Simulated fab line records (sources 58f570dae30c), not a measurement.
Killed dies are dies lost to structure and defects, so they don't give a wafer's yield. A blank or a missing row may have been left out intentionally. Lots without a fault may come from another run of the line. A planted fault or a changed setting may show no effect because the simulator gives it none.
Which tool was responsible? || flow berkeley cmos170 || 14 lots, 42 wafers sampled, at 4 steps of a route of 331

== WHAT THE GAUGES READ, wafer by wafer ==
UCB170_NWELL_OVL_MEAS_12. Usual: NWELL_OVL typically reads -1 nm, with standard deviation 4.7.
{"lot": "L645", "measured": "day 2 09:07", "on": "overlay-01", "NWELL_OVL (nm)": "-6 3 -5", "flag": ""}
{"lot": "L647", "measured": "day 2 14:56", "on": "overlay-02", "NWELL_OVL (nm)": "-1 -2 -4", "flag": ""}
{"lot": "L649", "measured": "day 3 05:16", "on": "overlay-01", "NWELL_OVL (nm)": "-1 1 0", "flag": ""}
{"lot": "L650", "measured": "day 3 05:40", "on": "overlay-01", "NWELL_OVL (nm)": "-1 -3 2", "flag": ""}
{"lot": "L651", "measured": "day 3 12:21", "on": "overlay-02", "NWELL_OVL (nm)": "-1 1 0", "flag": ""}
{"lot": "L653", "measured": "day 3 18:54", "on": "overlay-02", "NWELL_OVL (nm)": "-2 -5 -6", "flag": ""}
{"lot": "L657", "measured": "day 4 21:02", "on": "overlay-01", "NWELL_OVL (nm)": "1 1 1", "flag": ""}
{"lot": "L659", "measured": "day 5 05:53", "on": "overlay-01", "NWELL_OVL (nm)": "5 4 9", "flag": ""}
{"lot": "L660", "measured": "day 5 12:47", "on": "overlay-01", "NWELL_OVL (nm)": "-8 -1 -11", "flag": ""}
{"lot": "L661", "measured": "day 5 19:17", "on": "overlay-02", "NWELL_OVL (nm)": "3 -4 1", "flag": ""}
{"lot": "L663", "measured": "day 6 09:10", "on": "overlay-02", "NWELL_OVL (nm)": "-5 -2 -3", "flag": ""}
{"lot": "L664", "measured": "day 6 09:26", "on": "overlay-01", "NWELL_OVL (nm)": "-3 -6 -6", "flag": ""}
{"lot": "L665", "measured": "day 6 14:36", "on": "overlay-01", "NWELL_OVL (nm)": "5 6 4", "flag": ""}
{"lot": "L666", "measured": "day 6 14:43", "on": "overlay-02", "NWELL_OVL (nm)": "5 8 7", "flag": ""}

UCB170_PFIELD_OVL_MEAS_06. Usual: PFIELD_OVL typically reads 2 nm, with standard deviation 6.4.
{"lot": "L645", "measured": "day 3 21:54", "on": "overlay-02", "PFIELD_OVL (nm)": "14 12 19", "flag": ""}
{"lot": "L647", "measured": "day 4 09:29", "on": "overlay-02", "PFIELD_OVL (nm)": "-1 -10 -8", "flag": ""}
{"lot": "L649", "measured": "day 5 01:16", "on": "overlay-02", "PFIELD_OVL (nm)": "9 6 14", "flag": ""}
{"lot": "L650", "measured": "day 5 01:57", "on": "overlay-01", "PFIELD_OVL (nm)": "5 6 7", "flag": ""}
{"lot": "L651", "measured": "day 5 09:53", "on": "overlay-02", "PFIELD_OVL (nm)": "0 0 -2", "flag": ""}
{"lot": "L653", "measured": "day 5 21:48", "on": "overlay-01", "PFIELD_OVL (nm)": "-1 4 -9", "flag": ""}
{"lot": "L657", "measured": "day 6 20:41", "on": "overlay-02", "PFIELD_OVL (nm)": "5 6 14", "flag": ""}
{"lot": "L659", "measured": "day 7 11:24", "on": "overlay-01", "PFIELD_OVL (nm)": "4 9 7", "flag": ""}
{"lot": "L660", "measured": "day 7 11:28", "on": "overlay-02", "PFIELD_OVL (nm)": "5 0 5", "flag": ""}
{"lot": "L661", "measured": "day 7 23:02", "on": "overlay-01", "PFIELD_OVL (nm)": "-4 3 -5", "flag": ""}
{"lot": "L663", "measured": "day 8 06:55", "on": "overlay-02", "PFIELD_OVL (nm)": "-2 3 -1", "flag": ""}
{"lot": "L664", "measured": "day 8 05:31", "on": "overlay-01", "PFIELD_OVL (nm)": "-3 -4 0", "flag": ""}
{"lot": "L665", "measured": "day 8 14:12", "on": "overlay-02", "PFIELD_OVL (nm)": "-7 -3 -9", "flag": ""}
{"lot": "L666", "measured": "day 8 14:29", "on": "overlay-02", "PFIELD_OVL (nm)": "-3 -5 -4", "flag": ""}

UCB170_PVT_OVL_MEAS_06. Usual: PVT_OVL typically reads 0 nm, with standard deviation 5.3.
{"lot": "L645", "measured": "day 5 04:13", "on": "overlay-01", "PVT_OVL (nm)": "-4 -7 -6", "flag": ""}
{"lot": "L647", "measured": "day 5 20:43", "on": "overlay-01", "PVT_OVL (nm)": "0 4 7", "flag": ""}
{"lot": "L649", "measured": "day 6 09:41", "on": "overlay-01", "PVT_OVL (nm)": "1 0 1", "flag": ""}
{"lot": "L650", "measured": "day 6 09:57", "on": "overlay-01", "PVT_OVL (nm)": "-4 -4 -11", "flag": ""}
{"lot": "L651", "measured": "day 6 20:42", "on": "overlay-01", "PVT_OVL (nm)": "-2 -7 -5", "flag": ""}
{"lot": "L653", "measured": "day 7 05:02", "on": "overlay-01", "PVT_OVL (nm)": "2 -1 2", "flag": ""}
{"lot": "L657", "measured": "day 8 01:03", "on": "overlay-01", "PVT_OVL (nm)": "2 1 -6", "flag": ""}
{"lot": "L659", "measured": "day 8 10:49", "on": "overlay-02", "PVT_OVL (nm)": "-1 0 1", "flag": ""}
{"lot": "L660", "measured": "day 8 10:16", "on": "overlay-02", "PVT_OVL (nm)": "-4 -7 -1", "flag": ""}
{"lot": "L661", "measured": "day 9 00:49", "on": "overlay-02", "PVT_OVL (nm)": "3 3 7", "flag": ""}
{"lot": "L663", "measured": "day 9 10:08", "on": "overlay-02", "PVT_OVL (nm)": "4 1 1", "flag": ""}
{"lot": "L664", "measured": "day 9 10:46", "on": "overlay-02", "PVT_OVL (nm)": "-4 10 -1", "flag": ""}
{"lot": "L665", "measured": "day 9 20:11", "on": "overlay-02", "PVT_OVL (nm)": "-5 2 -3", "flag": ""}
{"lot": "L666", "measured": "day 9 19:55", "on": "overlay-01", "PVT_OVL (nm)": "-9 -7 -4", "flag": ""}

== TOOL THAT RAN EACH LOT (tool first, then ch and the chambers of the sampled wafers, then the start) ==
{"lot": "L645", "UCB170_FIELD_WET_ETCH_05": "wet bench-04 ch 0, day 4 07:22"}
{"lot": "L647", "UCB170_FIELD_WET_ETCH_05": "wet bench-03 ch 3, day 4 19:55"}
{"lot": "L649", "UCB170_FIELD_WET_ETCH_05": "wet bench-01 ch 3, day 5 13:34"}
{"lot": "L650", "UCB170_FIELD_WET_ETCH_05": "wet bench-01 ch 1, day 5 13:34"}
{"lot": "L651", "UCB170_FIELD_WET_ETCH_05": "wet bench-03 ch 1, day 5 20:53"}
{"lot": "L653", "UCB170_FIELD_WET_ETCH_05": "wet bench-04 ch 3, day 6 11:19"}
{"lot": "L657", "UCB170_FIELD_WET_ETCH_05": "wet bench-04 ch 2, day 7 07:31"}
{"lot": "L659", "UCB170_FIELD_WET_ETCH_05": "wet bench-01 ch 2, day 7 19:23"}
{"lot": "L660", "UCB170_FIELD_WET_ETCH_05": "wet bench-01 ch 0, day 7 19:23"}
{"lot": "L661", "UCB170_FIELD_WET_ETCH_05": "wet bench-03 ch 1, day 8 05:56"}
{"lot": "L663", "UCB170_FIELD_WET_ETCH_05": "wet bench-01 ch 2, day 8 14:55"}
{"lot": "L664", "UCB170_FIELD_WET_ETCH_05": "wet bench-01 ch 1, day 8 14:55"}
{"lot": "L665", "UCB170_FIELD_WET_ETCH_05": "wet bench-03 ch 3, day 8 23:12"}
{"lot": "L666", "UCB170_FIELD_WET_ETCH_05": "wet bench-03 ch 0, day 8 23:12"}
- UCB170_FIELD_WET_ETCH_05: etches Si3N4 in H3PO4, time 12600 s.

== AS READ BY THE TOOLS THEMSELVES (means over the sampled wafers that have a number; for cases with no such wafer, the mark the record gives instead) ==
UCB170_FIELD_WET_ETCH_05. Usual: bath guard temp C 160.0 C, standard deviation 0.65; bath heat duty pct 25.9 %, standard deviation 2; temp c 160.02 C, standard deviation 0.15.
{"lot": "L645", "tool": "wet bench-04", "bath guard temp C (C)": 160.6, "bath heat duty pct (%)": 27.9, "temp c (C)": 159.99, "flag": ""}
{"lot": "L647", "tool": "wet bench-03", "bath guard temp C (C)": 159.3, "bath heat duty pct (%)": 26.5, "temp c (C)": 159.97, "flag": ""}
{"lot": "L649", "tool": "wet bench-01", "bath guard temp C (C)": "-", "bath heat duty pct (%)": "-", "temp c (C)": "-", "flag": "OFF"}
{"lot": "L650", "tool": "wet bench-01", "bath guard temp C (C)": "-", "bath heat duty pct (%)": "-", "temp c (C)": "-", "flag": "OFF"}
{"lot": "L651", "tool": "wet bench-03", "bath guard temp C (C)": 160.0, "bath heat duty pct (%)": 25.3, "temp c (C)": 160.12, "flag": ""}
{"lot": "L653", "tool": "wet bench-04", "bath guard temp C (C)": 159.9, "bath heat duty pct (%)": 28.0, "temp c (C)": 159.83, "flag": ""}
{"lot": "L657", "tool": "wet bench-04", "bath guard temp C (C)": 160.0, "bath heat duty pct (%)": 23.2, "temp c (C)": 160.11, "flag": ""}
{"lot": "L659", "tool": "wet bench-01", "bath guard temp C (C)": 160.2, "bath heat duty pct (%)": 26.0, "temp c (C)": 160.09, "flag": ""}
{"lot": "L660", "tool": "wet bench-01", "bath guard temp C (C)": 159.4, "bath heat duty pct (%)": 28.7, "temp c (C)": 159.96, "flag": ""}
{"lot": "L661", "tool": "wet bench-03", "bath guard temp C (C)": 159.9, "bath heat duty pct (%)": 25.3, "temp c (C)": 160.05, "flag": ""}
{"lot": "L663", "tool": "wet bench-01", "bath guard temp C (C)": 160.2, "bath heat duty pct (%)": 25.9, "temp c (C)": 160.29, "flag": ""}
{"lot": "L664", "tool": "wet bench-01", "bath guard temp C (C)": 159.9, "bath heat duty pct (%)": 22.8, "temp c (C)": 159.96, "flag": ""}
{"lot": "L665", "tool": "wet bench-03", "bath guard temp C (C)": 159.1, "bath heat duty pct (%)": 26.6, "temp c (C)": 160.00, "flag": ""}
{"lot": "L666", "tool": "wet bench-03", "bath guard temp C (C)": 159.8, "bath heat duty pct (%)": 28.0, "temp c (C)": 160.05, "flag": ""}

== THE ANSWER, worked out from the rows above alone ==
Rule: lot off if the mean of its wafers having a number is beyond 3 standard deviations from the usual mean. Also off: a lot with no number at a reading for which 4 or more lots have one. Where the step has rows for the other lots, those lots are counted as sound. The gauges are gone through in route order, then the tools' own readings, and for those a lot's mean is taken as printed above. At the first step where some lot is off, the reading lying furthest off is the one used; lots without a number count as furthest.
Off: L649, L650 (UCB170_FIELD_WET_ETCH_05, bath guard temp C). Without a number there: L649, L650.
If a tool, at that step or one of the process steps before it, ran each lot that is off and ran no sound lot following the first of them, it fits. No candidate that was tried fits.

== WHAT THE SIMULATOR HAD PUT IN ==
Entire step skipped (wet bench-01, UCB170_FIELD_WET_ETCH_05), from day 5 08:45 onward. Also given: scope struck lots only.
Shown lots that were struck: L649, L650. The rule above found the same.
